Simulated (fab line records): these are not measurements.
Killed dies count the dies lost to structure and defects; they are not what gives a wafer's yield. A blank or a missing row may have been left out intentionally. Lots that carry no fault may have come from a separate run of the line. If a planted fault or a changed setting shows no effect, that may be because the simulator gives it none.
fab line records	flow berkeley-cmos170
record lots=15	wafers=45	last-day=13
route steps=331 shown START@4 GATE@128 NLDD@167 M3@324
lots untouched by any fault: they come from a run of this same line in which no faults occurred
start-h: hours from the record's opening day to when the first of the lot's shown wafers began	wait-h: hours since the lot's step before	" same as the row above	L1.1+2: one row covering several wafers at once	- either no value or no given start	* or withheld: withheld	< > ~ a bound
route shown NAME@n: NAME is a module with steps in the file, n the number in the route of the first one	usual: mean/standard deviation of fault-free wafers	same: alike in all rows	chamber/n: place in a boat	sites: the reading at each site	_std_site: the values' standard deviation	_edge_site: mean of outer sites minus mean of inner sites	radius-mm: for every site, how far away it sits from the centre of the wafer	mask NAME#n: copy n	behind: tool/chamber where the wafer was last shaped	hold: why the lot was held/for how many hours/how that ended	device: the n, p or np transistor that did not switch	end of line: the tests these same wafers got at the end of their route	a step given without rows: its recipe and nothing more	killed: at the first sort, the dies lost to defects and structure; wafer yield is something else	map: shows each die of a wafer: x if killed, . if not, _ if none is there
set.NAME: the run value of the setting; set.NAME@STEP: its run value at that earlier step	model.NAME: the simulator's own value behind a step, which no gauge read
steps of the route over a sample of lots; a table a step, a row a wafer
services: a tool's chamber out of use, with start hour (start-h, from the record's first day; less than 0 if before it), hours out, and reason
## steps
# step UCB170_START_THK_MEAS_03
# recipe reads=SiO2_of_START_OXIDATION_02
# usual START_OXIDE_THK=20.0/0.41
lot.wafer	tool	chamber	start-h	wait-h	START_OXIDE_THK[nm]
L692.1	film-metro-03	-	17.19	0.0	20.3
L692.2	"	-	"	"	20.4
L692.4	"	-	"	"	20.5
L696.2	film-metro-03	-	36.06	0.0	19.6
L696.5	"	-	"	"	19.6
L696.6	"	-	"	"	19.7
L698.4	film-metro-03	-	47.84	0.0	20.3
L698.5	"	-	"	"	20.0
L698.6	"	-	"	"	20.0
L700.1	film-metro-03	-	54.85	0.0	20.0
L700.2	"	-	"	"	20.2
L700.3	"	-	"	"	20.1
L701.3	film-metro-02	-	60.14	0.0	20.4
L701.5	"	-	"	"	19.9
L701.6	"	-	"	"	20.2
L702.2	film-metro-03	-	63.86	0.0	19.2
L702.3	"	-	"	"	19.6
L702.4	"	-	"	"	19.2
L703.3	film-metro-01	-	70.64	0.0	20.1
L703.4	"	-	"	"	20.7
L703.6	"	-	"	"	20.5
L705.1	film-metro-01	-	77.42	0.0	20.2
L705.3	"	-	"	"	20.2
L705.5	"	-	"	"	20.2
L704.3	film-metro-03	-	77.44	0.0	20.1
L704.4	"	-	"	"	19.8
L704.6	"	-	"	"	20.2
L707.1	film-metro-02	-	91.33	0.0	19.5
L707.2	"	-	"	"	19.5
L707.3	"	-	"	"	19.7
L708.1	film-metro-02	-	97.01	0.0	19.9
L708.4	"	-	"	"	19.5
L708.6	"	-	"	"	19.2
L710.1	film-metro-02	-	107.12	0.0	19.4
L710.3	"	-	"	"	19.5
L710.5	"	-	"	"	19.6
L713.1	film-metro-02	-	117.22	0.0	20.2
L713.2	"	-	"	"	19.9
L713.5	"	-	"	"	20.0
L715.1	film-metro-03	-	128.47	0.0	20.0
L715.3	"	-	"	"	20.4
L715.5	"	-	"	"	20.1
L714.2	film-metro-02	-	128.48	0.0	19.7
L714.4	"	-	"	"	20.4
L714.6	"	-	"	"	19.9
# step UCB170_GATE_THK_MEAS_02
# recipe reads=SiO2_of_GATE_OXIDATION_01
# usual GATE_OXIDE_THK=6.56/0.11
lot.wafer	tool	chamber	start-h	wait-h	GATE_OXIDE_THK[nm]
L692.1	film-metro-01	-	139.71	0.1	6.55
L692.2	"	-	"	"	6.46
L692.4	"	-	"	"	6.45
L696.2	film-metro-03	-	165.18	0.0	6.42
L696.5	"	-	"	"	6.43
L696.6	"	-	"	"	6.42
L698.4	film-metro-04	-	165.20	0.0	6.49
L698.5	"	-	"	"	6.64
L698.6	"	-	"	"	6.62
L700.1	film-metro-03	-	189.29	0.0	6.45
L700.2	"	-	"	"	6.48
L700.3	"	-	"	"	6.38
L701.3	film-metro-04	-	189.31	0.0	6.53
L701.5	"	-	"	"	6.48
L701.6	"	-	"	"	6.49
L705.1	film-metro-03	-	211.34	0.0	6.58
L705.3	"	-	"	"	6.64
L705.5	"	-	"	"	6.58
L702.2	film-metro-04	-	211.35	0.0	6.52
L702.3	"	-	"	"	6.54
L702.4	"	-	"	"	6.50
L704.3	film-metro-01	-	211.36	0.0	6.56
L704.4	"	-	"	"	6.55
L704.6	"	-	"	"	6.60
L703.3	film-metro-01	-	211.42	0.1	6.64
L703.4	"	-	"	"	6.64
L703.6	"	-	"	"	6.56
L707.1	film-metro-01	-	224.02	0.0	6.55
L707.2	"	-	"	"	6.79
L707.3	"	-	"	"	6.63
L708.1	film-metro-04	-	244.71	0.0	6.54
L708.4	"	-	"	"	6.66
L708.6	"	-	"	"	6.60
L710.1	film-metro-04	-	244.77	0.1	6.63
L710.3	"	-	"	"	6.50
L710.5	"	-	"	"	6.62
L713.1	film-metro-04	-	249.35	0.0	6.57
L713.2	"	-	"	"	6.71
L713.5	"	-	"	"	6.65
L715.1	film-metro-04	-	262.24	0.0	6.51
L715.3	"	-	"	"	6.52
L715.5	"	-	"	"	6.65
L714.2	film-metro-01	-	262.25	0.0	6.54
L714.4	"	-	"	"	6.40
L714.6	"	-	"	"	6.52
# step UCB170_NLDD_IMPLANT_09
# recipe species=As	dose-cm2=5e+13	energy-kev=30	tilt-deg=7	rotation-deg=180
# usual beam-on-s=10.02/0.22	faraday-current-uA=158/3.5
lot.wafer	tool	chamber	start-h	wait-h	beam-on-s	faraday-current-uA
L692.1	implanter-03	0	159.34	0.1	9.86	160
L692.2	"	0	"	"	10.23	155
L692.4	"	0	"	"	9.87	161
L696.2	implanter-01	0	184.05	0.1	9.87	160
L696.5	"	0	"	"	9.74	163
L696.6	"	0	"	"	9.76	162
L698.4	implanter-03	0	184.62	0.1	9.90	160
L698.5	"	0	"	"	10.07	157
L698.6	"	0	"	"	10.01	159
L701.3	implanter-01	0	202.97	0.1	10.29	154
L701.5	"	0	"	"	10.12	156
L701.6	"	0	"	"	10.07	157
L700.1	implanter-04	0	203.19	0.1	9.85	161
L700.2	"	0	"	"	9.96	159
L700.3	"	0	"	"	10.48	151
L700.1	implanter-04	0	203.51	0.3	9.98	160
L700.2	"	0	"	"	9.65	164
L700.3	"	0	"	"	10.08	157
L704.3	implanter-03	0	225.43	0.1	10.26	154
L704.4	"	0	"	"	9.88	159
L704.6	"	0	"	"	9.68	164
L704.3	implanter-03	0	225.75	0.3	10.27	155
L704.4	"	0	"	"	10.02	158
L704.6	"	0	"	"	10.02	159
L703.3	implanter-04	0	226.36	0.1	10.05	158
L703.4	"	0	"	"	9.83	162
L703.6	"	0	"	"	10.66	147
L702.2	implanter-01	0	226.45	0.1	9.90	160
L702.3	"	0	"	"	10.00	158
L702.4	"	0	"	"	9.98	159
L705.1	implanter-03	0	226.58	0.1	9.89	160
L705.3	"	0	"	"	9.78	162
L705.5	"	0	"	"	10.30	155
L707.1	implanter-01	0	238.60	0.1	10.00	158
L707.2	"	0	"	"	9.36	169
L707.3	"	0	"	"	9.88	160
L707.1	implanter-01	0	238.92	0.3	10.12	157
L707.2	"	0	"	"	10.15	157
L707.3	"	0	"	"	9.76	163
L708.1	implanter-01	0	262.54	0.1	10.00	159
L708.4	"	0	"	"	10.00	159
L708.6	"	0	"	"	9.87	160
L710.1	implanter-04	0	262.81	0.1	9.94	161
L710.3	"	0	"	"	10.21	156
L710.5	"	0	"	"	10.10	157
L713.1	implanter-03	0	264.99	0.1	10.29	154
L713.2	"	0	"	"	10.39	153
L713.5	"	0	"	"	9.96	159
L715.1	implanter-01	0	275.69	0.1	9.83	161
L715.3	"	0	"	"	9.81	162
L715.5	"	0	"	"	10.62	149
L714.2	implanter-03	0	275.99	0.1	9.71	163
L714.4	"	0	"	"	10.13	156
L714.6	"	0	"	"	9.96	159
# step UCB170_NLDD_TW_MEAS_11
# usual NLDD_TW=2191/16
lot.wafer	tool	chamber	start-h	wait-h	NLDD_TW
L692.1	film-metro-01	-	159.59	0.1	2197
L692.2	"	-	"	"	2204
L692.4	"	-	"	"	2209
L696.2	film-metro-01	-	184.29	0.1	2199
L696.5	"	-	"	"	2203
L696.6	"	-	"	"	2214
L698.4	film-metro-01	-	184.82	0.1	2201
L698.5	"	-	"	"	2219
L698.6	"	-	"	"	2214
L701.3	film-metro-03	-	203.19	0.1	2169
L701.5	"	-	"	"	2176
L701.6	"	-	"	"	2181
L700.1	film-metro-01	-	203.76	0.1	2444
L700.2	"	-	"	"	2445
L700.3	"	-	"	"	2443
L704.3	film-metro-03	-	226.12	0.1	2413
L704.4	"	-	"	"	2404
L704.6	"	-	"	"	2398
L703.3	film-metro-01	-	226.58	0.1	2197
L703.4	"	-	"	"	2221
L703.6	"	-	"	"	2212
L702.2	film-metro-02	-	226.68	0.1	2189
L702.3	"	-	"	"	2199
L702.4	"	-	"	"	2209
L705.1	film-metro-03	-	226.83	0.1	2181
L705.3	"	-	"	"	2174
L705.5	"	-	"	"	2163
L707.1	film-metro-01	-	239.27	0.2	2441
L707.2	"	-	"	"	2455
L707.3	"	-	"	"	2449
L708.1	film-metro-03	-	262.79	0.1	2180
L708.4	"	-	"	"	2180
L708.6	"	-	"	"	2170
L710.1	film-metro-01	-	263.06	0.1	2199
L710.3	"	-	"	"	2216
L710.5	"	-	"	"	2219
L713.1	film-metro-01	-	265.24	0.1	2196
L713.2	"	-	"	"	2195
L713.5	"	-	"	"	2197
L715.1	film-metro-03	-	275.94	0.1	2178
L715.3	"	-	"	"	2172
L715.5	"	-	"	"	2174
L714.2	film-metro-03	-	276.23	0.1	2170
L714.4	"	-	"	"	2169
L714.6	"	-	"	"	2170
# step UCB170_SDANNEAL_RS_MEAS_05
# recipe thk-meas-gauge=four-point-probe
# usual NLDD_RS=615.6/1.5
lot.wafer	tool	chamber	start-h	wait-h	NLDD_RS[ohm/sq]
L692.1	film-metro-02	-	173.20	0.1	618.0
L692.2	"	-	"	"	616.9
L692.4	"	-	"	"	617.3
L696.2	film-metro-01	-	200.66	0.1	614.3
L696.5	"	-	"	"	613.3
L696.6	"	-	"	"	613.0
L698.4	film-metro-03	-	200.82	0.1	617.9
L698.5	"	-	"	"	616.0
L698.6	"	-	"	"	615.7
L700.1	film-metro-03	-	220.83	0.1	464.2
L700.2	"	-	"	"	465.2
L700.3	"	-	"	"	463.6
L701.3	film-metro-02	-	220.87	0.1	616.9
L701.5	"	-	"	"	616.4
L701.6	"	-	"	"	615.5
L703.3	film-metro-03	-	238.91	0.1	617.7
L703.4	"	-	"	"	615.9
L703.6	"	-	"	"	616.1
L705.1	film-metro-02	-	239.26	0.1	613.6
L705.3	"	-	"	"	615.6
L705.5	"	-	"	"	618.5
L704.3	film-metro-01	-	239.43	0.1	463.1
L704.4	"	-	"	"	462.9
L704.6	"	-	"	"	461.7
L702.2	film-metro-03	-	239.57	0.1	614.3
L702.3	"	-	"	"	615.3
L702.4	"	-	"	"	617.8
L707.1	film-metro-02	-	251.01	0.1	465.5
L707.2	"	-	"	"	465.1
L707.3	"	-	"	"	466.7
L708.1	film-metro-02	-	275.09	0.1	615.4
L708.4	"	-	"	"	615.3
L708.6	"	-	"	"	617.3
L710.1	film-metro-03	-	275.45	0.1	618.4
L710.3	"	-	"	"	616.5
L710.5	"	-	"	"	615.0
L713.1	film-metro-01	-	276.74	0.1	614.8
L713.2	"	-	"	"	615.9
L713.5	"	-	"	"	614.7
L715.1	film-metro-01	-	286.82	0.1	614.7
L715.3	"	-	"	"	614.7
L715.5	"	-	"	"	614.3
L714.2	film-metro-01	-	287.43	0.1	610.3
L714.4	"	-	"	"	613.5
L714.6	"	-	"	"	614.3
# step UCB170_M3_CD_MEAS_15
# recipe target-cd-nm=700
# usual cd-nm=699.9/1.3
lot.wafer	tool	chamber	start-h	wait-h	cd-nm
L692.1	cd-sem-02	-	192.07	-	698.6
L692.2	"	-	"	"	700.6
L692.4	"	-	"	"	702.0
L696.2	cd-sem-01	-	227.29	-	698.6
L696.5	"	-	"	"	700.3
L696.6	"	-	"	"	700.1
L698.4	cd-sem-01	-	228.30	-	700.0
L698.5	"	-	"	"	700.5
L698.6	"	-	"	"	700.9
L700.1	cd-sem-02	-	241.84	-	699.5
L700.2	"	-	"	"	700.3
L700.3	"	-	"	"	698.9
L701.3	cd-sem-01	-	244.74	-	698.9
L701.5	"	-	"	"	698.9
L701.6	"	-	"	"	699.2
L705.1	cd-sem-02	-	263.68	-	702.4
L705.3	"	-	"	"	702.3
L705.5	"	-	"	"	701.1
L703.3	cd-sem-02	-	263.92	-	702.4
L703.4	"	-	"	"	701.4
L703.6	"	-	"	"	702.3
L704.3	cd-sem-01	-	266.10	-	699.6
L704.4	"	-	"	"	700.1
L704.6	"	-	"	"	701.1
L702.2	cd-sem-02	-	266.19	-	699.6
L702.3	"	-	"	"	699.4
L702.4	"	-	"	"	699.8
L707.1	cd-sem-02	-	278.32	-	699.6
L707.2	"	-	"	"	700.2
L707.3	"	-	"	"	701.0
L708.1	cd-sem-01	-	300.53	-	700.4
L708.4	"	-	"	"	701.2
L708.6	"	-	"	"	700.3
L710.1	cd-sem-02	-	302.69	-	701.5
L710.3	"	-	"	"	701.3
L710.5	"	-	"	"	700.5
L713.1	cd-sem-02	-	303.60	-	700.2
L713.2	"	-	"	"	700.3
L713.5	"	-	"	"	701.5
L715.1	cd-sem-01	-	309.61	-	698.1
L715.3	"	-	"	"	698.8
L715.5	"	-	"	"	698.7
L714.2	cd-sem-01	-	311.18	-	700.2
L714.4	"	-	"	"	698.9
L714.6	"	-	"	"	699.8
## services
tool	chamber	start-h	hours	kind
implanter-01	-	137.66	1.0	repair
implanter-01	-	207.78	9.2	repair
implanter-01	-	218.28	3.5	repair
implanter-01	-	254.11	3.2	repair
## key
first-sign step=UCB170_NLDD_IMPLANT_09	reading=visit	direction=added
effect step=UCB170_NLDD_TW_MEAS_11	reading=NLDD_TW	direction=up	sigmas=15	usual=2191	struck=2432
effect step=UCB170_SDANNEAL_RS_MEAS_05	reading=NLDD_RS	direction=down	sigmas=98	usual=615.6	struck=464.2
met-at UCB170_NLDD_IMPLANT_09
struck-lots L700,L704,L707
tester-left-out L700,L704,L707
not-acting-at UCB170_START_THK_MEAS_03,UCB170_GATE_THK_MEAS_02,UCB170_M3_CD_MEAS_15
fault kind=repeated-step-whole	tool=implanter-01,implanter-03,implanter-04	chamber=-	onset-h=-	steps=UCB170_NLDD_IMPLANT_09	times=1	scope=struck-lots-only
# tester-left-out: of these lots the tester's yield and bins aren't shown, on N5 and GAA mostly nor the transistor test; their killed dies are dies lost to structure and defects alone, not to doping, threshold or leakage, so they don't give the yield
